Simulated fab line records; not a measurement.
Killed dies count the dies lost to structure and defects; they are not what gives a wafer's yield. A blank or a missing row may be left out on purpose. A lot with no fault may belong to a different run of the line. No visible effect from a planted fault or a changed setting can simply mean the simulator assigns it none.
Which tool is to blame? :: flow berkeley-cmos170 :: Sampling: 14 lots, 42 wafers, 4 of 331 route steps

== WHAT EACH GAUGE READ, for each wafer ==
UCB170_NWELL_THK_MEAS_02. Usual: NWELL_OXIDE_THK typically reads 26.3 nm, with standard deviation 0.54.
lot: L842
measured: day 2 05:29
on: film-metro-01
NWELL_OXIDE_THK (nm): 26.2 25.6 26.0
flag: 

lot: L843
measured: day 2 05:32
on: film-metro-03
NWELL_OXIDE_THK (nm): 26.0 26.2 25.9
flag: 

lot: L844
measured: day 2 13:40
on: film-metro-01
NWELL_OXIDE_THK (nm): 26.3 26.6 26.8
flag: 

lot: L845
measured: day 2 17:32
on: film-metro-04
NWELL_OXIDE_THK (nm): 26.3 26.3 26.2
flag: 

lot: L847
measured: day 2 20:23
on: film-metro-01
NWELL_OXIDE_THK (nm): 26.4 26.7 26.0
flag: 

lot: L848
measured: day 3 04:19
on: film-metro-03
NWELL_OXIDE_THK (nm): 26.6 26.7 26.9
flag: 

lot: L849
measured: day 3 09:38
on: film-metro-04
NWELL_OXIDE_THK (nm): 25.7 25.6 25.4
flag: 

lot: L851
measured: day 3 18:41
on: film-metro-01
NWELL_OXIDE_THK (nm): 26.1 26.0 26.7
flag: 

lot: L853
measured: day 4 06:09
on: film-metro-03
NWELL_OXIDE_THK (nm): 27.1 26.8 26.8
flag: 

lot: L858
measured: day 5 06:43
on: film-metro-03
NWELL_OXIDE_THK (nm): 26.0 26.0 26.2
flag: 

lot: L859
measured: day 5 16:29
on: film-metro-03
NWELL_OXIDE_THK (nm): 26.4 26.4 26.1
flag: 

lot: L860
measured: day 5 20:13
on: film-metro-03
NWELL_OXIDE_THK (nm): 27.6 27.7 27.5
flag: 

lot: L862
measured: day 6 03:41
on: film-metro-01
NWELL_OXIDE_THK (nm): 26.1 26.0 26.2
flag: 

lot: L863
measured: day 6 12:44
on: film-metro-01
NWELL_OXIDE_THK (nm): 27.5 27.0 27.0
flag: 

UCB170_NLDD_TW_MEAS_11. Usual: NLDD_TW typically reads 2198, with standard deviation 12.
lot: L842
measured: day 6 17:39
on: film-metro-02
NLDD_TW: 2208 2187 2203
flag: 

lot: L843
measured: day 6 17:25
on: film-metro-04
NLDD_TW: 2198 2196 2198
flag: 

lot: L844
measured: day 7 00:40
on: film-metro-01
NLDD_TW: 2184 2181 2192
flag: 

lot: L845
measured: day 7 01:27
on: film-metro-04
NLDD_TW: 2208 2201 2206
flag: 

lot: L847
measured: day 7 00:23
on: film-metro-02
NLDD_TW: 2198 2204 2208
flag: 

lot: L848
measured: day 7 12:22
on: film-metro-02
NLDD_TW: 2208 2218 2213
flag: 

lot: L849
measured: day 8 01:41
on: film-metro-02
NLDD_TW: 2213 2203 2218
flag: 

lot: L851
measured: day 8 10:32
on: film-metro-02
NLDD_TW: 2202 2202 2204
flag: 

lot: L853
measured: day 8 10:03
on: film-metro-01
NLDD_TW: 2195 2185 2189
flag: 

lot: L858
measured: day 9 17:52
on: film-metro-04
NLDD_TW: 2198 2199 2206
flag: 

lot: L859
measured: day 9 22:31
on: film-metro-02
NLDD_TW: 2207 2196 2198
flag: 

lot: L860
measured: day 10 03:36
on: film-metro-02
NLDD_TW: 2211 2212 2203
flag: 

lot: L862
measured: day 10 17:50
on: film-metro-04
NLDD_TW: 2188 2183 2178
flag: 

lot: L863
measured: day 10 23:31
on: film-metro-02
NLDD_TW: 2211 2217 2215
flag: 

UCB170_CONTACT_CD_MEAS_15: target cd 700 nm. Usual: 699.8 nm for cd-nm, sd 1.5.
lot: L842
measured: day 7 09:11
on: cd-sem-01
cd-nm (nm): 699.9 699.6 698.9
flag: 

lot: L843
measured: day 7 10:05
on: cd-sem-02
cd-nm (nm): 700.8 700.2 700.7
flag: 

lot: L844
measured: day 7 18:02
on: cd-sem-02
cd-nm (nm): 701.2 702.5 702.0
flag: 

lot: L845
measured: day 7 18:27
on: cd-sem-02
cd-nm (nm): 699.0 698.4 698.3
flag: 

lot: L847
measured: day 7 18:20
on: cd-sem-02
cd-nm (nm): 697.8 697.2 697.1
flag: 

lot: L848
measured: day 8 04:56
on: cd-sem-01
cd-nm (nm): 700.1 700.8 700.9
flag: 

lot: L849
measured: day 8 18:41
on: cd-sem-02
cd-nm (nm): 700.7 699.9 700.5
flag: 

lot: L851
measured: day 9 01:48
on: cd-sem-02
cd-nm (nm): 699.5 700.6 699.0
flag: 

lot: L853
measured: day 9 02:22
on: cd-sem-02
cd-nm (nm): 698.3 699.4 700.3
flag: 

lot: L858
measured: day 10 08:45
on: cd-sem-01
cd-nm (nm): 720.8 720.7 720.8
flag: OFF

lot: L859
measured: day 10 12:47
on: cd-sem-02
cd-nm (nm): 719.7 721.3 721.0
flag: OFF

lot: L860
measured: day 10 16:44
on: cd-sem-02
cd-nm (nm): 697.7 698.1 697.0
flag: 

lot: L862
measured: day 11 09:47
on: cd-sem-02
cd-nm (nm): 697.7 697.7 698.4
flag: 

lot: L863
measured: day 11 16:22
on: cd-sem-02
cd-nm (nm): 700.1 699.2 698.6
flag: 

== TOOL THAT RAN EACH LOT (tool first, then ch and the chambers of the sampled wafers, then the start) ==
lot: L842
UCB170_CONTACT_SOFTBAKE_11: litho-track-03 ch 0, day 7 08:00

lot: L843
UCB170_CONTACT_SOFTBAKE_11: litho-track-03 ch 0, day 7 09:00

lot: L844
UCB170_CONTACT_SOFTBAKE_11: litho-track-03 ch 0, day 7 17:00

lot: L845
UCB170_CONTACT_SOFTBAKE_11: litho-track-03 ch 0, day 7 17:00

lot: L847
UCB170_CONTACT_SOFTBAKE_11: litho-track-04 ch 0, day 7 17:00

lot: L848
UCB170_CONTACT_SOFTBAKE_11: litho-track-03 ch 0, day 8 04:00

lot: L849
UCB170_CONTACT_SOFTBAKE_11: litho-track-04 ch 0, day 8 18:00

lot: L851
UCB170_CONTACT_SOFTBAKE_11: litho-track-04 ch 0, day 9 01:00

lot: L853
UCB170_CONTACT_SOFTBAKE_11: litho-track-02 ch 0, day 9 01:00

lot: L858
UCB170_CONTACT_SOFTBAKE_11: litho-track-04 ch 0, day 10 08:00

lot: L859
UCB170_CONTACT_SOFTBAKE_11: litho-track-04 ch 0, day 10 12:00

lot: L860
UCB170_CONTACT_SOFTBAKE_11: litho-track-02 ch 0, day 10 16:00

lot: L862
UCB170_CONTACT_SOFTBAKE_11: litho-track-02 ch 0, day 11 09:00

lot: L863
UCB170_CONTACT_SOFTBAKE_11: litho-track-03 ch 0, day 11 15:00
- UCB170_CONTACT_SOFTBAKE_11: time 60 s.

== WHAT THE TOOLS THEMSELVES READ (means of the sampled wafers that have a number; where no wafer has one, the mark that the record gives instead) ==
UCB170_CONTACT_SOFTBAKE_11. Usual: heater-power-total-W 56.80 W, standard deviation 0.045; plate-temp-C 130.00 C, standard deviation 0.14.
lot: L842
tool: litho-track-03
heater-power-total-W (W): 56.82
plate-temp-C (C): 129.98
flag: 

lot: L843
tool: litho-track-03
heater-power-total-W (W): 56.81
plate-temp-C (C): 129.95
flag: 

lot: L844
tool: litho-track-03
heater-power-total-W (W): 56.78
plate-temp-C (C): 130.14
flag: 

lot: L845
tool: litho-track-03
heater-power-total-W (W): 56.82
plate-temp-C (C): 130.06
flag: 

lot: L847
tool: litho-track-04
heater-power-total-W (W): 56.79
plate-temp-C (C): 130.00
flag: 

lot: L848
tool: litho-track-03
heater-power-total-W (W): 56.78
plate-temp-C (C): 129.99
flag: 

lot: L849
tool: litho-track-04
heater-power-total-W (W): 56.79
plate-temp-C (C): 130.09
flag: 

lot: L851
tool: litho-track-04
heater-power-total-W (W): 56.81
plate-temp-C (C): 130.15
flag: 

lot: L853
tool: litho-track-02
heater-power-total-W (W): 56.79
plate-temp-C (C): 130.08
flag: 

lot: L858
tool: litho-track-04
heater-power-total-W (W): 61.28
plate-temp-C (C): 137.76
flag: OFF

lot: L859
tool: litho-track-04
heater-power-total-W (W): 61.23
plate-temp-C (C): 137.61
flag: OFF

lot: L860
tool: litho-track-02
heater-power-total-W (W): 56.78
plate-temp-C (C): 129.99
flag: 

lot: L862
tool: litho-track-02
heater-power-total-W (W): 56.82
plate-temp-C (C): 129.90
flag: 

lot: L863
tool: litho-track-03
heater-power-total-W (W): 56.79
plate-temp-C (C): 130.20
flag: 

== THE ANSWER, worked out from the rows above alone ==
Rule: a lot counts as off when the mean over its wafers that have a number is more than 3 standard deviations away from the usual mean. Also off: a lot with no number at a reading for which 4 or more lots have one. The other lots that the step has rows for count as sound. After the gauges, taken in route order, come the tools' own readings; for these a lot's mean is taken, as printed above. The first step at which some lot is off is used, and at that step the reading that is off furthest; a lot without a number counts as furthest.
Off: L858, L859 (UCB170_CONTACT_CD_MEAS_15, cd-nm).
If a tool, at a process step before that reading, ran all the lots that are off and no sound lot after the first of them, it fits. Not tried: the gauges at UCB170_CONTACT_CD_MEAS_15; whatever is off there is also off at UCB170_CONTACT_SOFTBAKE_11, on other tools, and gauge error can't account for it. One fits: litho-track-04 at UCB170_CONTACT_SOFTBAKE_11. Its last sound lot is L851 (day 9 01:00), its first lot that is off L858 (day 10 08:00): a fault that began between those two fits.
The tool's own readings at UCB170_CONTACT_SOFTBAKE_11 bear it out: on the lots that are off they differ by more than 5 times the standard deviation of the sound lots' means. heater-power-total-W reads 61.25 W there against 56.80 W on the sound lots; plate-temp-C reads 137.69 C there against 130.04 C on the sound lots.

== WHAT HAD BEEN PUT IN BY THE SIMULATOR ==
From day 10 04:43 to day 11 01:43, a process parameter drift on litho-track-04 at UCB170_CONTACT_SOFTBAKE_11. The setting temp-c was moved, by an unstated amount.
Struck lots among those shown: L858, L859. The rule above reached the same finding.
